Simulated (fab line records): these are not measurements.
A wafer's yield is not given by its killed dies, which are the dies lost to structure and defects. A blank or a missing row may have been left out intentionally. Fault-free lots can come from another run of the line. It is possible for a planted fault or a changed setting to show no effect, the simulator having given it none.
Problem report in the 8D (eight disciplines) form, filled by code :: flow berkeleyCmos170 :: the parts of the form that need people (team, actions taken, sign-off) are left out

1. THE PROBLEM
At UCB170_V1_CMP_02, platenRpm averages 65.99 rpm over 6 wafers from 2 lots, while fault-free wafers read 59.99 rpm, standard deviation 0.039. That is +99 or more standard deviations from the usual mean.
The step: polishes SiO2.
Seen first at day 11 06:24 on cmp-02, wafer L531.2. The record has a number at this step for 42 wafers belonging to 14 lots. Rule for "out" (also "out of limits"): further than 4 standard deviations from the usual mean. Any other wafer with a number is counted as sound.

2. WHAT THIS IS AND IS NOT
question: which readings at this step
is: platenRpm
is not: motorCurrentA

question: which lots
is: L531, L533
is not: L518, L519, L520, L521, L522, L523, L524, L525, L527, L528, L529, L540

question: which wafers of those lots
is: all that have a number
is not: -

question: read on which tools
is: cmp-02
is not: cmp-01

question: when
is: from day 11 06:24
is not: up to then (33 sound wafers); but 3 sound wafers of L540 came after

3. THE SUSPECTS, EACH WITH WHAT RULES IT OUT
Counting: a tool at a process step up to the reading stays a suspect if it ran every lot that is out and no sound lot after the first of them.
- rtpAnneal-01 at UCB170_CONTACT_RTA_08 (time 10 s): ruled out as a lasting fault. The sound lots L540 went through it after L531, its earliest lot that is out (day 11 00:49).
- cmp-02 at UCB170_V1_CMP_02 (polishes SiO2): kept. All lots that are out passed through it, beginning with L531 at day 11 06:24, and no sound lot followed; its final sound lot before that point was L529 at day 10 13:54. Out on those wafers are its own readings of platenRpm.
After counting, what remains is cmp-02 at UCB170_V1_CMP_02.

4. THE CAUSE (what the simulator had put in)
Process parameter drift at UCB170_V1_CMP_02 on cmp-02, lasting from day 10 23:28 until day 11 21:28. Setting platenRpm, moved by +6, from 60. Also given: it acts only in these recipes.
The count eliminated every tool but this one.

5. THE EFFECT CHAIN, in route order
Each row: a reading whose mean over the struck wafers that have a number lies more than 3 standard deviations from the usual. Only readings for which the record gives a usual standard deviation are gone through. hours: the time from each lot's start at the first step in this table that gives one to its start at this step, as a median over the lots. sigmas: the change in usual standard deviations.
hours: 0
step: UCB170_V1_CMP_02
reading: platenRpm
usual: 59.99 rpm
on struck wafers: 65.99
change: +6.00
sigmas: +99 or more
Here are the process steps it includes:
- UCB170_V1_CMP_02: polishes SiO2.

6. WHAT WOULD HAVE CAUGHT IT SOONER
7 hours passed between the start of the fault at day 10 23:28 and the first reading out of limits in this record, taken at day 11 06:24.
